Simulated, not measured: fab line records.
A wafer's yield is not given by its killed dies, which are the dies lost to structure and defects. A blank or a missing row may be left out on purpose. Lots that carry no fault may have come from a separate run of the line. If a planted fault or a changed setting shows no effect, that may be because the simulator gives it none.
Comparing a struck lot with a sound one -- flow berkeleyCmos170 -- 43 out of 331 route steps
Sound: the wafers L639.1, L639.4, L639.5. Wafers L645.1, L645.4, L645.5 were the ones struck. The cause is given at the end.
For every step that has rows: the tool of each side, followed by ch and its chambers, followed by its first start. Under that, the readings that differ: sound wafers -- struck wafers -- difference of the means -- sigmas: that difference in standard deviations of wafers without a fault.
alike: readings whose means differ by less than 2 such deviations, and words and numbers that are the same on both sides. not compared: withheld readings, readings that some wafer has no value for, bounds like >300 that may hide the same value, and numbers for which the record gives no deviation and whose values overlap.
Wherever a step has rows on one side only, a row that says differs or no value, or a row with sigmas, the two part there. Numbers that have no deviation but don't overlap get no sigmas and don't part them. A reading missing from all wafers of one side parts the sides only when that side holds two or more wafers.

UCB170_GATE_STRIP_16: strips in O2.
  sound on plasmaAsher-04 ch 0,1, day 9 06:51; struck on plasmaAsher-02 ch 0,1, day 10 05:22
  alike: drypumpMotorCurrentA, oesProductAu
  not compared: rfHoursCounterH
UCB170_GATE_CD_MEAS_90 targets a cd of 350 nm.
  sound on cdSem-01, day 9 06:57; struck on cdSem-01, day 10 05:28
  alike: cdNm
then, 7 steps without rows for these wafers: UCB170_GATE_CLEAN_17 (cleans in SPM, time 600 s); UCB170_PLDD_HMDS_00 (prime time 60 s); UCB170_PLDD_COAT_01 (resist thk 900 nm); UCB170_PLDD_SOFTBAKE_02 (time 60 s); UCB170_PLDD_EXPOSE_03 (exposes mask PSELECT, target cd 1200 nm); UCB170_PLDD_PEB_04; UCB170_PLDD_DEVELOP_05 (develop time 45 s).
UCB170_PLDD_CD_MEAS_06 targets a cd of 1200 nm.
  sound on cdSem-02, day 9 08:13; struck on cdSem-02, day 10 06:45
  alike: cdNm
UCB170_PLDD_OVL_MEAS_07:
  sound on overlay-01, day 9 08:20; struck on overlay-01, day 10 06:52
  alike: PLDD_OVL
after that, 1 step had no rows for these wafers: UCB170_PLDD_IMPLANT_08.
UCB170_PLDD_IMPLANT_09:
  sound on implanter-03 ch 0, day 9 08:31; struck on implanter-03 ch 0, day 10 07:04
reading,sound,struck,difference,sigmas
doseIonsCm2,5.009e+13 5.006e+13 5.007e+13,3.283e+13 3.271e+13 3.275e+13,-1.731e+13,-99 or more
faradayCurrentUA,144 142 142,102 103 100,-41,-5
UCB170_PLDD_STRIP_10: strips in O2.
  sound on plasmaAsher-01 ch 0,1, day 9 08:40; struck on plasmaAsher-02 ch 0,1, day 10 07:13
  alike: drypumpMotorCurrentA, oesProductAu, stripTimeToEndpointS
  not compared: rfHoursCounterH
UCB170_PLDD_TW_MEAS_11:
  sound on filmMetro-02, day 9 08:46; struck on filmMetro-01, day 10 07:32
reading,sound,struck,difference,sigmas
PLDD_TW,1014 1013 1010,953 951 951,-61,-11
  not compared: hold
then, 6 steps without rows for these wafers: UCB170_NLDD_HMDS_00 (prime time 60 s); UCB170_NLDD_COAT_01 (resist thk 900 nm); UCB170_NLDD_SOFTBAKE_02 (time 60 s); UCB170_NLDD_EXPOSE_03 (exposes mask NSELECT, target cd 1200 nm); UCB170_NLDD_PEB_04; UCB170_NLDD_DEVELOP_05 (develop time 45 s).
UCB170_NLDD_CD_MEAS_06 targets a cd of 1200 nm.
  sound on cdSem-02, day 9 10:13; struck on cdSem-02, day 10 11:22
  alike: cdNm
UCB170_NLDD_OVL_MEAS_07:
  sound on overlay-02, day 9 10:20; struck on overlay-01, day 10 11:29
  alike: NLDD_OVL
then, 2 steps without rows for these wafers: UCB170_NLDD_IMPLANT_08; UCB170_NLDD_IMPLANT_09.
UCB170_NLDD_STRIP_10: strips in O2.
  sound on plasmaAsher-03 ch 0, day 9 10:40; struck on plasmaAsher-01 ch 0,1, day 10 11:50
reading,sound,struck,difference,sigmas
drypumpMotorCurrentA (A),4.9 4.9 4.9,6.5 6.4 5.6,+1.3,+2
  alike: oesProductAu, stripTimeToEndpointS
  not compared: rfHoursCounterH
UCB170_NLDD_TW_MEAS_11:
  sound on filmMetro-04, day 9 10:46; struck on filmMetro-01, day 10 11:56
  alike: NLDD_TW
then, 1 step without rows for these wafers: UCB170_NLDD_CLEAN_12 (cleans in SPM, time 600 s).
UCB170_SPACER_CVD_00: deposits SiO2 from TEOS/O2, target thk 376 nm, time 47 s.
  sound on pecvd-04 ch 0,1, day 9 11:01; struck on pecvd-02 ch 0,1,2, day 10 12:18
  alike: heaterPowerW
UCB170_SPACER_THK_MEAS_01:
  sound on filmMetro-04, day 9 11:04; struck on filmMetro-03, day 10 12:20
  alike: SPACER_TEOS_THK
then, 1 step without rows for these wafers: UCB170_SPACER_ANNEAL_02 (time 1800 s).
UCB170_SPACER_ETCHBACK_03: etches SiO2 in CHF3/CF4/Ar, stops on Si, target depth 376 nm, time 100 s.
  sound on rieDiel-02 ch 0,1,3, day 9 17:22; struck on rieDiel-01 ch 0,1,2, day 10 18:21
  alike: CHF3_flow_sccm, drypumpMotorCurrentA, oesProductAu, throttleValvePct
  not compared: rfHoursCounterH
then, 6 steps without rows for these wafers: UCB170_PSD_HMDS_00 (prime time 60 s); UCB170_PSD_COAT_01 (resist thk 900 nm); UCB170_PSD_SOFTBAKE_02 (time 60 s); UCB170_PSD_EXPOSE_03 (exposes mask PSELECT MOD, target cd 1200 nm); UCB170_PSD_PEB_04; UCB170_PSD_DEVELOP_05 (develop time 45 s).
UCB170_PSD_CD_MEAS_06 targets a cd of 1200 nm.
  sound on cdSem-02, day 9 18:26; struck on cdSem-02, day 10 19:23
  alike: cdNm
UCB170_PSD_OVL_MEAS_07:
  sound on overlay-02, day 9 18:33; struck on overlay-02, day 10 19:31
  alike: PSD_OVL
after that, 1 step had no rows for these wafers: UCB170_PSD_IMPLANT_08.
UCB170_SDANNEAL_RS_MEAS_04: uses a four-point probe to measure.
  sound on filmMetro-02, day 9 23:52; struck on filmMetro-02, day 10 23:11
reading,sound,struck,difference,sigmas
PLDD_RS (ohm/sq),1038.1 1035.7 1039.1,1198.2 1199.5 1196.8,+160.5,+55
  not compared: hold
UCB170_M3_PROBE_99:
  rows exist in the record for the sound wafers here (prober-02, day 10 19:28), none for the struck ones

WHERE THEY PART
Earliest at UCB170_PLDD_IMPLANT_09; latest, in this record, at UCB170_M3_PROBE_99.

WHY: what the simulator had put in
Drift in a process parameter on implanter-03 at UCB170_PLDD_IMPLANT_09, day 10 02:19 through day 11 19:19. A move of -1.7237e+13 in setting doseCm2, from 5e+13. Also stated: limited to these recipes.
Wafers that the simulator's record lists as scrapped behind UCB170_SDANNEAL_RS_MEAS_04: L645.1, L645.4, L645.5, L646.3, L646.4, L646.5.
